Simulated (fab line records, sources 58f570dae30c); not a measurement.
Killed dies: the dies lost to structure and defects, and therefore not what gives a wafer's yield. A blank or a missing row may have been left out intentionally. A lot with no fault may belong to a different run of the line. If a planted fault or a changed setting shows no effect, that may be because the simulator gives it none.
fab line records -- flow berkeleyCmos170 -- part 1 of 2: steps 1 to 28 of 39
record: lots: 5, wafers: 15, lastDay: 13
route steps=331 shown NWELL@25 PWELL@34 WELLDRIVE@55 ACTIVE@60
lots that met no fault: from a run of the same line without faults
startH: hours from the record's opening day to when the first of the lot's shown wafers began -- waitH: hours elapsed since this lot's preceding step -- " identical to the entry in the row above -- L1.1+2: a row that stands for several wafers -- - no value, or no start was given -- * or withheld: withheld -- < > ~ a bound
route shown NAME@n: a module of which the file shows steps, and the number in the route of the first -- usual: mean and standard deviation over wafers with no fault -- same: alike in all rows -- chamber/n: place in a boat -- sites: readings site by site -- _std_site: the standard deviation of these -- _edge_site: the outer-site mean with the inner-site mean subtracted -- radiusMm: how far each site lies from the wafer's centre -- mask NAME#n: copy n -- behind: the last tool/chamber to shape the wafer -- hold: what put the lot on hold/how long, in hours/how the hold closed -- device: transistor that didn't switch, given as n, p or np -- end of line: the route-end tests of the same wafers -- step lacking rows: just its recipe -- killed: at the first sort, the dies lost to defects and structure; wafer yield is something else -- map: per-die view of a wafer (x killed, . not killed, _ where there is no die)
set.NAME: the setting that was run; set.NAME@STEP: the one run at that earlier step -- model.NAME: the simulator's own value behind a step, which no gauge read
lots at some steps of the route; a table a step, a row a wafer
services: a tool's chamber out of use, with start hour (startH, from the record's first day; less than 0 if before it), hours out, and reason
== steps ==
step: UCB170_NWELL_DEVELOP_11
recipe: developer: TMAH, developTimeS: 45, resist: KrF, devTempC: 21
lot.wafer,tool,chamber,startH,waitH
L078.1+2+5,lithoTrack-01,0,-,-
L083.1+2+3,lithoTrack-04,0,-,-
L085.3+4+5,lithoTrack-04,0,-,-
L094.3+4+6,lithoTrack-02,0,-,-
L095.2+4+6,lithoTrack-01,0,-,-
step: UCB170_NWELL_OVL_MEAS_12
usual: NWELL_OVL: 1/4.3
lot.wafer,tool,chamber,startH,waitH,NWELL_OVL[nm]
L078.1,overlay-02,-,61.31,-,4
L078.2,overlay-02,-,61.31,-,-5
L078.5,overlay-02,-,61.31,-,-1
L083.1,overlay-02,-,82.28,-,4
L083.2,overlay-02,-,82.28,-,-2
L083.3,overlay-02,-,82.28,-,2
L085.3,overlay-01,-,87.76,-,1
L085.4,overlay-01,-,87.76,-,4
L085.5,overlay-01,-,87.76,-,6
L094.3,overlay-01,-,136.63,-,-1
L094.4,overlay-01,-,136.63,-,4
L094.6,overlay-01,-,136.63,-,5
L095.2,overlay-01,-,143.87,-,4
L095.4,overlay-01,-,143.87,-,-5
L095.6,overlay-01,-,143.87,-,2
step: UCB170_NWELL_ETCH_13
recipe: chemistry: CH3F/Ar/O2, target: Si3N4, stopOn: SiO2, CH3F_flow_sccm: 20, Ar_flow_sccm: 50, O2_flow_sccm: 7, pressureMtorr: 50, rfW: 450, targetDepthA: 2464, overEtchFrac: 0.1, timeS: 154
usual: drypumpMotorCurrentA: 5.6/0.48, oesProductAu: 0.943/0.021, throttleValvePct: 8.05/0.14
lot.wafer,tool,chamber,startH,waitH,drypumpMotorCurrentA,oesProductAu,rfHoursCounterH,throttleValvePct
L078.1,rieDiel-01,0,61.35,0.0,5.4,0.976,8,7.94
L078.2,rieDiel-01,1,61.35,0.0,6.4,0.904,18,7.86
L078.5,rieDiel-01,3,61.35,0.0,5.7,0.948,-,8.17
L083.1,rieDiel-02,3,82.32,0.0,5.6,0.926,8,7.81
L083.2,rieDiel-02,1,82.32,0.0,5.6,0.954,75,8.24
L083.3,rieDiel-02,0,82.32,0.0,5.1,0.920,2,8.14
L085.3,rieDiel-03,3,87.78,0.0,6.5,0.935,42,8.04
L085.4,rieDiel-03,2,87.78,0.0,5.3,0.980,140,8.28
L085.5,rieDiel-03,3,87.78,0.0,6.4,0.942,-,8.04
L094.3,rieDiel-01,1,136.66,0.0,6.4,0.922,21,7.84
L094.4,rieDiel-01,2,136.66,0.0,4.7,0.932,-,8.09
L094.6,rieDiel-01,1,136.66,0.0,6.4,0.903,-,7.85
L095.2,rieDiel-03,1,143.90,0.0,5.2,0.967,76,7.97
L095.4,rieDiel-03,1,143.90,0.0,5.2,0.962,-,7.96
L095.6,rieDiel-03,3,143.90,0.0,6.5,0.936,-,8.03
step: UCB170_NWELL_IMPLANT_14
recipe: species: P, doseCm2: 1e+13, energyKev: 150, tiltDeg: 7
same: implantIonAmu: 31
lot.wafer,tool,chamber,startH,waitH
L078.1+2+5,implanter-01,0,61.45,0.1
L083.1+2+3,implanter-03,0,82.42,0.1
L085.3+4+5,implanter-01,0,87.94,0.1
L094.3+4+6,implanter-04,0,136.81,0.1
L095.2+4+6,implanter-03,0,144.03,0.1
step: UCB170_NWELL_STRIP_15
recipe: chemistry: O2, powerW: 400, pressureMtorr: 3500, platenTempC: withheld, o2FlowSccm: 400, overashFraction: 0.5
usual: drypumpMotorCurrentA: 5.6/0.33, oesProductAu: 0.721/0.0039, stripTimeToEndpointS: 18.00/0.1
lot.wafer,tool,chamber,startH,waitH,drypumpMotorCurrentA,oesProductAu,rfHoursCounterH,stripTimeToEndpointS
L078.1,plasmaAsher-02,0,61.60,0.1,5.9,0.721,34,18.16
L078.2,plasmaAsher-02,1,61.60,0.1,5.7,0.723,34,18.08
L078.5,plasmaAsher-02,0,61.60,0.1,5.9,0.721,-,17.96
L083.1,plasmaAsher-04,1,82.57,0.1,5.0,0.718,34,17.89
L083.2,plasmaAsher-04,0,82.57,0.1,6.0,0.722,34,18.02
L083.3,plasmaAsher-04,0,82.57,0.1,6.1,0.718,-,17.95
L085.3,plasmaAsher-01,0,88.07,0.1,5.4,0.722,-,17.98
L085.4,plasmaAsher-01,1,88.07,0.1,5.8,0.718,-,17.87
L085.5,plasmaAsher-01,0,88.07,0.1,5.3,0.714,-,17.98
L094.3,plasmaAsher-04,0,136.94,0.1,6.0,0.721,-,17.90
L094.4,plasmaAsher-04,1,136.94,0.1,5.0,0.718,-,17.88
L094.6,plasmaAsher-04,1,136.94,0.1,5.0,0.727,-,17.96
L095.2,plasmaAsher-02,0,144.15,0.1,5.9,0.717,3,18.15
L095.4,plasmaAsher-02,0,144.15,0.1,5.9,0.721,-,18.13
L095.6,plasmaAsher-02,0,144.15,0.1,5.9,0.722,-,18.08
step: UCB170_NWELL_TW_MEAS_16
usual: NWELL_TW: 1245/7.6
lot.wafer,tool,chamber,startH,waitH,NWELL_TW
L078.1,filmMetro-02,-,61.70,0.1,1247
L078.2,filmMetro-02,-,61.70,0.1,1244
L078.5,filmMetro-02,-,61.70,0.1,1243
L083.1,filmMetro-01,-,82.67,0.1,1235
L083.2,filmMetro-01,-,82.67,0.1,1248
L083.3,filmMetro-01,-,82.67,0.1,1233
L085.3,filmMetro-04,-,88.16,0.1,1247
L085.4,filmMetro-04,-,88.16,0.1,1241
L085.5,filmMetro-04,-,88.16,0.1,1241
L094.3,filmMetro-01,-,137.06,0.1,1261
L094.4,filmMetro-01,-,137.06,0.1,1252
L094.6,filmMetro-01,-,137.06,0.1,1256
L095.2,filmMetro-02,-,144.26,0.1,1249
L095.4,filmMetro-02,-,144.26,0.1,1254
L095.6,filmMetro-02,-,144.26,0.1,1250
step: UCB170_NWELL_CLEAN_17
recipe: chemistry: SPM, tempC: 120, timeS: 600
usual: tempC: 119.99/0.14
lot.wafer,tool,chamber,startH,waitH,tempC
L078.1,wetBench-02,1,61.76,0.1,119.96
L078.2,wetBench-02,1,61.76,0.1,120.20
L078.5,wetBench-02,1,61.76,0.1,120.10
L083.1,wetBench-02,3,82.82,0.1,119.94
L083.2,wetBench-02,3,82.82,0.1,119.92
L083.3,wetBench-02,3,82.82,0.1,119.71
L085.3,wetBench-02,2,88.34,0.2,120.04
L085.4,wetBench-02,2,88.34,0.2,120.06
L085.5,wetBench-02,2,88.34,0.2,120.08
L094.3,wetBench-02,3,137.43,0.4,120.11
L094.4,wetBench-02,3,137.43,0.4,120.17
L094.6,wetBench-02,3,137.43,0.4,120.04
L095.2,wetBench-04,1,144.31,0.0,119.91
L095.4,wetBench-04,1,144.31,0.0,119.93
L095.6,wetBench-04,1,144.31,0.0,120.03
step: UCB170_NWELL_WET_ETCH_18
recipe: chemistry: H3PO4, target: Si3N4, tempC: 160, timeS: 14400
usual: tempC: 159.97/0.15
lot.wafer,tool,chamber,startH,waitH,tempC
L078.1,wetBench-04,3,61.95,0.0,160.07
L078.2,wetBench-04,3,61.95,0.0,160.12
L078.5,wetBench-04,3,61.95,0.0,160.02
L083.1,wetBench-02,0,83.01,0.0,160.04
L083.2,wetBench-02,0,83.01,0.0,159.94
L083.3,wetBench-02,0,83.01,0.0,160.18
L085.3,wetBench-01,2,89.98,1.4,160.28
L085.4,wetBench-01,2,89.98,1.4,160.28
L085.5,wetBench-01,2,89.98,1.4,160.27
L094.3,wetBench-02,0,137.71,0.1,159.97
L094.4,wetBench-02,0,137.71,0.1,159.88
L094.6,wetBench-02,0,137.71,0.1,159.98
L095.2,wetBench-01,0,144.69,0.0,159.92
L095.4,wetBench-01,0,144.69,0.0,160.03
L095.6,wetBench-01,0,144.69,0.0,159.91
step: UCB170_NWELL_WET_ETCH_19
recipe: chemistry: BOE, dilution: 5:1, target: SiO2, tempC: 25, timeS: 22
usual: tempC: 25.01/0.11
lot.wafer,tool,chamber,startH,waitH,tempC
L078.1,wetBench-01,2,66.32,0.0,24.81
L078.2,wetBench-01,2,66.32,0.0,24.90
L078.5,wetBench-01,2,66.32,0.0,24.97
L083.1,wetBench-02,3,87.59,0.2,24.96
L083.2,wetBench-02,3,87.59,0.2,24.91
L083.3,wetBench-02,3,87.59,0.2,24.93
L085.3,wetBench-02,2,93.99,0.0,25.00
L085.4,wetBench-02,2,93.99,0.0,25.05
L085.5,wetBench-02,2,93.99,0.0,25.01
L094.3,wetBench-01,2,141.72,0.0,24.91
L094.4,wetBench-01,2,141.72,0.0,24.95
L094.6,wetBench-01,2,141.72,0.0,24.94
L095.2,wetBench-01,3,149.06,0.0,25.01
L095.4,wetBench-01,3,149.06,0.0,25.01
L095.6,wetBench-01,3,149.06,0.0,25.11
step: UCB170_PWELL_CLEAN_00
recipe: chemistry: SPM, tempC: 120, timeS: 600
usual: tempC: 120.00/0.14
lot.wafer,tool,chamber,startH,waitH,tempC
L078.1,wetBench-04,2,66.34,0.0,120.00
L078.2,wetBench-04,2,66.34,0.0,119.93
L078.5,wetBench-04,2,66.34,0.0,120.06
L083.1,wetBench-02,2,87.61,0.0,119.91
L083.2,wetBench-02,2,87.61,0.0,119.87
L083.3,wetBench-02,2,87.61,0.0,119.79
L085.3,wetBench-01,0,94.00,0.0,120.03
L085.4,wetBench-01,0,94.00,0.0,120.17
L085.5,wetBench-01,0,94.00,0.0,119.90
L094.3,wetBench-01,3,141.73,0.0,120.26
L094.4,wetBench-01,3,141.73,0.0,120.35
L094.6,wetBench-01,3,141.73,0.0,120.30
L095.2,wetBench-01,1,149.08,0.0,119.89
L095.4,wetBench-01,1,149.08,0.0,119.88
L095.6,wetBench-01,1,149.08,0.0,120.00
step: UCB170_PWELL_CLEAN_01
recipe: chemistry: dHF, dilution: 25:1, timeS: 60
lot.wafer,tool,chamber,startH,waitH
L078.1+2+5,wetBench-01,0,66.53,0.0
L083.1+2+3,wetBench-02,2,88.10,0.3
L085.3+4+5,wetBench-02,3,94.18,0.0
L094.3+4+6,wetBench-01,2,141.99,0.1
L095.2+4+6,wetBench-01,2,149.27,0.0
step: UCB170_PWELL_OXIDATION_02
recipe: tempC: 1000, ambient: O2, targetThkA: 264, oxTimeS: 1260
usual: zonePowerLoadPct: 34.7/1.7
lot.wafer,tool,chamber,startH,waitH,zonePowerLoadPct
L078.1,furnace-01,0,69.49,2.9,35.9
L078.2,furnace-01,0,69.49,2.9,35.1
L078.5,furnace-01,0,69.49,2.9,35.9
L083.1,furnace-02,0,93.33,5.2,32.5
L083.2,furnace-02,0,93.33,5.2,32.5
L083.3,furnace-02,0,93.33,5.2,32.4
L085.3,furnace-04,0,98.88,4.7,36.2
L085.4,furnace-04,0,98.88,4.7,36.1
L085.5,furnace-04,0,98.88,4.7,35.5
L094.3,furnace-01,0,146.43,4.4,35.9
L094.4,furnace-01,0,146.43,4.4,35.5
L094.6,furnace-01,0,146.43,4.4,35.2
L095.2,furnace-01,0,158.72,9.4,35.5
L095.4,furnace-01,0,158.72,9.4,36.2
L095.6,furnace-01,0,158.72,9.4,35.9
step: UCB170_PWELL_THK_MEAS_03
recipe: reads: SiO2_of_PWELL_OXIDATION_02
usual: PWELL_OXIDE_THK: 26.5/0.51
lot.wafer,tool,chamber,startH,waitH,PWELL_OXIDE_THK[nm]
L078.1,filmMetro-03,-,70.84,0.0,25.9
L078.2,filmMetro-03,-,70.84,0.0,25.9
L078.5,filmMetro-03,-,70.84,0.0,25.7
L083.1,filmMetro-03,-,94.68,0.0,27.5
L083.2,filmMetro-03,-,94.68,0.0,27.2
L083.3,filmMetro-03,-,94.68,0.0,27.1
L085.3,filmMetro-01,-,100.25,0.0,26.5
L085.4,filmMetro-01,-,100.25,0.0,27.1
L085.5,filmMetro-01,-,100.25,0.0,26.8
L094.3,filmMetro-03,-,147.80,0.0,26.4
L094.4,filmMetro-03,-,147.80,0.0,26.7
L094.6,filmMetro-03,-,147.80,0.0,26.5
L095.2,filmMetro-01,-,160.08,0.0,26.9
L095.4,filmMetro-01,-,160.08,0.0,26.7
L095.6,filmMetro-01,-,160.08,0.0,26.9
step: UCB170_PWELL_ANNEAL_04
recipe: tempC: 1000, timeS: 900, ambient: N2
usual: zonePowerLoadPct: 35.6/1.3
lot.wafer,tool,chamber,startH,waitH,zonePowerLoadPct
L078.1,furnace-04,0,72.26,1.4,35.8
L078.2,furnace-04,0,72.26,1.4,35.9
L078.5,furnace-04,0,72.26,1.4,35.9
L083.1,furnace-02,0,100.28,5.6,32.6
L083.2,furnace-02,0,100.28,5.6,32.5
L083.3,furnace-02,0,100.28,5.6,32.3
L085.3,furnace-02,0,104.38,4.1,31.7
L085.4,furnace-02,0,104.38,4.1,32.3
L085.5,furnace-02,0,104.38,4.1,32.1
L094.3,furnace-04,0,155.98,8.2,36.4
L094.4,furnace-04,0,155.98,8.2,36.0
L094.6,furnace-04,0,155.98,8.2,35.7
L095.2,furnace-04,0,169.28,9.2,36.0
L095.4,furnace-04,0,169.28,9.2,36.6
L095.6,furnace-04,0,169.28,9.2,36.7
step: UCB170_PWELL_CVD_05
recipe: material: Si3N4, targetThkNm: 220, tempC: 800, precursor: SiH2Cl2/NH3, timeS: 3300, pressureMtorr: 200, sih2cl2FlowSccm: 25, nh3FlowSccm: 75
usual: nh3FlowSccm: 74.93/0.21, zonePowerLoadPct: 19.7/0.52
lot.wafer,tool,chamber,startH,waitH,nh3FlowSccm,zonePowerLoadPct
L078.1,lpcvd-01,0,74.99,1.5,75.10,19.1
L078.2,lpcvd-01,0,74.99,1.5,75.12,19.0
L078.5,lpcvd-01,0,74.99,1.5,75.06,19.0
L083.1,lpcvd-01,1,101.53,0.0,74.75,20.3
L083.2,lpcvd-01,1,101.53,0.0,75.15,20.5
L083.3,lpcvd-01,1,101.53,0.0,75.21,20.4
L085.3,lpcvd-01,0,105.63,0.0,74.82,18.9
L085.4,lpcvd-01,0,105.63,0.0,74.74,19.3
L085.5,lpcvd-01,0,105.63,0.0,74.89,18.9
L094.3,lpcvd-02,1,157.23,0.0,74.73,19.5
L094.4,lpcvd-02,1,157.23,0.0,74.99,19.8
L094.6,lpcvd-02,1,157.23,0.0,74.69,19.4
L095.2,lpcvd-01,1,170.53,0.0,75.12,20.2
L095.4,lpcvd-01,1,170.53,0.0,74.91,20.3
L095.6,lpcvd-01,1,170.53,0.0,74.71,20.2
step: UCB170_PWELL_THK_MEAS_06
recipe: reads: Si3N4_of_PWELL_CVD_05
usual: PWELL_NITRIDE_THK: 220.7/2.2
lot.wafer,tool,chamber,startH,waitH,PWELL_NITRIDE_THK[nm]
L078.1,filmMetro-03,-,76.90,0.0,223.0
L078.2,filmMetro-03,-,76.90,0.0,222.7
L078.5,filmMetro-03,-,76.90,0.0,222.3
L083.1,filmMetro-04,-,103.45,0.0,219.7
L083.2,filmMetro-04,-,103.45,0.0,218.6
L083.3,filmMetro-04,-,103.45,0.0,220.7
L085.3,filmMetro-03,-,108.53,0.0,222.4
L085.4,filmMetro-03,-,108.53,0.0,220.9
L085.5,filmMetro-03,-,108.53,0.0,220.3
L094.3,filmMetro-01,-,159.17,0.0,217.4
L094.4,filmMetro-01,-,159.17,0.0,218.2
L094.6,filmMetro-01,-,159.17,0.0,218.4
L095.2,filmMetro-01,-,172.46,0.0,223.2
L095.4,filmMetro-01,-,172.46,0.0,223.6
L095.6,filmMetro-01,-,172.46,0.0,225.2
step: UCB170_PWELL_HMDS_07
recipe: primeTimeS: 60, primeTempC: 100
lot.wafer,tool,chamber,startH,waitH
L078.1+2+5,lithoTrack-02,0,77.74,0.8
L083.1+2+3,lithoTrack-03,0,104.31,0.9
L085.3+4+5,lithoTrack-02,0,108.62,0.1
L094.3+4+6,lithoTrack-02,0,159.46,0.3
L095.2+4+6,lithoTrack-02,0,172.53,0.1
step: UCB170_PWELL_COAT_08
recipe: resist: KrF, spinRpm: 1500, resistThkNm: 900
lot.wafer,tool,chamber,startH,waitH
L078.1+2+5,lithoTrack-02,0,77.89,0.1
L083.1+2+3,lithoTrack-03,0,104.46,0.1
L085.3+4+5,lithoTrack-02,0,108.77,0.1
L094.3+4+6,lithoTrack-02,0,159.61,0.1
L095.2+4+6,lithoTrack-02,0,172.68,0.1
step: UCB170_PWELL_SOFTBAKE_09
recipe: resist: KrF, tempC: 130, timeS: 60
lot.wafer,tool,chamber,startH,waitH
L078.1+2+5,lithoTrack-02,0,78.04,0.1
L083.1+2+3,lithoTrack-03,0,104.61,0.1
L085.3+4+5,lithoTrack-02,0,108.92,0.1
L094.3+4+6,lithoTrack-02,0,159.76,0.1
L095.2+4+6,lithoTrack-02,0,172.83,0.1
step: UCB170_PWELL_EXPOSE_10
recipe: maskId: PWELL, targetCdNm: 3000, na: 0.5, sigmaOuter: 0.6, sourceShape: conventional, doseMj: 19
same: sigmaOuter: 0.6
lot.wafer,tool,chamber,startH,waitH,mask
L078.1+2+5,krfScanner-01,0,-,-,PWELL#0
L083.1+2+3,krfScanner-02,0,104.76,0.1,PWELL#0
L085.3+4+5,krfScanner-02,0,109.17,0.2,PWELL#0
L094.3+4+6,krfScanner-02,0,159.90,0.1,PWELL#0
L095.2+4+6,krfScanner-01,0,173.10,0.2,PWELL#0
step: UCB170_PWELL_PEB_11
recipe: pebTempC: 130, pebTimeS: withheld, resist: KrF
lot.wafer,tool,chamber,startH,waitH
L078.1+2+5,lithoTrack-03,0,-,-
L083.1+2+3,lithoTrack-04,0,105.36,0.6
L085.3+4+5,lithoTrack-02,0,109.52,0.3
L094.3+4+6,lithoTrack-03,0,160.25,0.3
L095.2+4+6,lithoTrack-02,0,173.43,0.3
step: UCB170_PWELL_DEVELOP_12
recipe: developer: TMAH, developTimeS: 45, resist: KrF, devTempC: 21
lot.wafer,tool,chamber,startH,waitH
L078.1+2+5,lithoTrack-03,0,-,-
L083.1+2+3,lithoTrack-04,0,-,-
L085.3+4+5,lithoTrack-02,0,-,-
L094.3+4+6,lithoTrack-03,0,-,-
L095.2+4+6,lithoTrack-02,0,-,-
step: UCB170_PWELL_OVL_MEAS_13
usual: PWELL_OVL: 0/5.8
lot.wafer,tool,chamber,startH,waitH,PWELL_OVL[nm]
L078.1,overlay-02,-,79.68,-,11
L078.2,overlay-02,-,79.68,-,-4
L078.5,overlay-02,-,79.68,-,10
L083.1,overlay-01,-,105.63,-,0
L083.2,overlay-01,-,105.63,-,-3
L083.3,overlay-01,-,105.63,-,2
L085.3,overlay-02,-,109.76,-,7
L085.4,overlay-02,-,109.76,-,5
L085.5,overlay-02,-,109.76,-,9
L094.3,overlay-02,-,160.48,-,-2
L094.4,overlay-02,-,160.48,-,12
L094.6,overlay-02,-,160.48,-,3
L095.2,overlay-02,-,173.69,-,-4
L095.4,overlay-02,-,173.69,-,5
L095.6,overlay-02,-,173.69,-,-4
step: UCB170_PWELL_ETCH_14
recipe: chemistry: CH3F/Ar/O2, target: Si3N4, stopOn: SiO2, CH3F_flow_sccm: 20, Ar_flow_sccm: 50, O2_flow_sccm: 7, pressureMtorr: 50, rfW: 450, targetDepthA: 2420, overEtchFrac: 0.1, timeS: 151
usual: drypumpMotorCurrentA: 5.4/0.34, oesProductAu: 0.942/0.017, throttleValvePct: 8.07/0.13
lot.wafer,tool,chamber,startH,waitH,drypumpMotorCurrentA,oesProductAu,rfHoursCounterH,throttleValvePct
L078.1,rieDiel-04,2,79.72,0.0,5.0,0.963,44,7.98
L078.2,rieDiel-04,3,79.72,0.0,5.0,0.945,36,8.03
L078.5,rieDiel-04,2,79.72,0.0,5.1,0.947,-,7.98
L083.1,rieDiel-02,0,105.67,0.0,5.1,0.911,3,8.15
L083.2,rieDiel-02,1,105.67,0.0,5.6,0.947,76,8.24
L083.3,rieDiel-02,3,105.67,0.0,5.6,0.930,10,7.81
L085.3,rieDiel-04,2,109.78,0.0,5.0,0.956,46,7.98
L085.4,rieDiel-04,0,109.78,0.0,5.7,0.943,159,7.99
L085.5,rieDiel-04,1,109.78,0.0,5.5,0.935,-,8.15
L094.3,rieDiel-03,3,160.51,0.0,6.5,0.934,46,8.05
L094.4,rieDiel-03,2,160.51,0.0,5.3,0.965,143,8.28
L094.6,rieDiel-03,2,160.51,0.0,5.3,0.969,-,8.28
L095.2,rieDiel-03,1,173.72,0.0,5.2,0.967,78,7.97
L095.4,rieDiel-03,0,173.72,0.0,6.0,0.960,56,8.07
L095.6,rieDiel-03,1,173.72,0.0,5.2,0.975,-,7.98
step: UCB170_PWELL_IMPLANT_15
recipe: species: B, doseCm2: 5e+12, energyKev: 60, tiltDeg: 7
same: implantIonAmu: 11
lot.wafer,tool,chamber,startH,waitH
L078.1+2+5,implanter-02,0,79.82,0.1
L083.1+2+3,implanter-03,0,105.77,0.1
L085.3+4+5,implanter-04,0,109.93,0.1
L094.3+4+6,implanter-03,0,160.66,0.1
L095.2+4+6,implanter-02,0,173.84,0.1
step: UCB170_PWELL_STRIP_16
recipe: chemistry: O2, powerW: 400, pressureMtorr: 3500, platenTempC: withheld, o2FlowSccm: 400, overashFraction: 0.5
usual: drypumpMotorCurrentA: 5.6/0.49, oesProductAu: 0.721/0.0044, stripTimeToEndpointS: 18.03/0.083
lot.wafer,tool,chamber,startH,waitH,drypumpMotorCurrentA,oesProductAu,rfHoursCounterH,stripTimeToEndpointS
L078.1,plasmaAsher-03,1,79.97,0.1,4.8,0.721,25,17.93
L078.2,plasmaAsher-03,0,79.97,0.1,5.9,0.716,25,17.96
L078.5,plasmaAsher-03,0,79.97,0.1,6.0,0.729,-,17.94
L083.1,plasmaAsher-03,0,105.92,0.1,5.9,0.727,29,18.06
L083.2,plasmaAsher-03,1,105.92,0.1,4.8,0.723,29,18.23
L083.3,plasmaAsher-03,0,105.92,0.1,5.9,0.718,-,18.06
L085.3,plasmaAsher-04,0,110.06,0.1,6.0,0.721,-,17.99
L085.4,plasmaAsher-04,1,110.06,0.1,5.0,0.716,-,17.86
L085.5,plasmaAsher-04,0,110.06,0.1,6.0,0.727,-,18.07
L094.3,plasmaAsher-03,1,160.79,0.1,4.9,0.722,-,17.98
L094.4,plasmaAsher-03,0,160.79,0.1,6.0,0.726,-,18.03
L094.6,plasmaAsher-03,1,160.79,0.1,4.9,0.720,-,18.05
L095.2,plasmaAsher-02,0,173.97,0.1,5.9,0.713,6,18.11
L095.4,plasmaAsher-02,0,173.97,0.1,5.9,0.730,-,17.93
L095.6,plasmaAsher-02,1,173.97,0.1,5.7,0.718,-,18.05
step: UCB170_PWELL_TW_MEAS_17
usual: PWELL_TW: 378.8/2.4
lot.wafer,tool,chamber,startH,waitH,PWELL_TW
L078.1,filmMetro-01,-,80.07,0.1,377.5
L078.2,filmMetro-01,-,80.07,0.1,378.0
L078.5,filmMetro-01,-,80.07,0.1,376.9
L083.1,filmMetro-03,-,106.02,0.1,381.7
L083.2,filmMetro-03,-,106.02,0.1,379.3
L083.3,filmMetro-03,-,106.02,0.1,379.5
L085.3,filmMetro-01,-,110.15,0.1,382.8
L085.4,filmMetro-01,-,110.15,0.1,380.0
L085.5,filmMetro-01,-,110.15,0.1,381.4
L094.3,filmMetro-01,-,160.88,0.1,377.1
L094.4,filmMetro-01,-,160.88,0.1,378.0
L094.6,filmMetro-01,-,160.88,0.1,379.3
L095.2,filmMetro-01,-,174.08,0.1,376.7
L095.4,filmMetro-01,-,174.08,0.1,377.4
L095.6,filmMetro-01,-,174.08,0.1,377.1
step: UCB170_PWELL_CLEAN_18
recipe: chemistry: SPM, tempC: 120, timeS: 600
usual: tempC: 120.03/0.14
lot.wafer,tool,chamber,startH,waitH,tempC
L078.1,wetBench-04,0,80.13,0.1,120.23
L078.2,wetBench-04,0,80.13,0.1,120.16
L078.5,wetBench-04,0,80.13,0.1,120.29
L083.1,wetBench-04,3,106.13,0.1,119.78
L083.2,wetBench-04,3,106.13,0.1,119.91
L083.3,wetBench-04,3,106.13,0.1,119.91
L085.3,wetBench-01,3,110.19,0.0,120.14
L085.4,wetBench-01,3,110.19,0.0,120.19
L085.5,wetBench-01,3,110.19,0.0,120.19
L094.3,wetBench-01,3,160.92,0.0,119.86
L094.4,wetBench-01,3,160.92,0.0,120.00
L094.6,wetBench-01,3,160.92,0.0,120.11
L095.2,wetBench-01,2,174.13,0.0,119.89
L095.4,wetBench-01,2,174.13,0.0,120.03
L095.6,wetBench-01,2,174.13,0.0,119.95
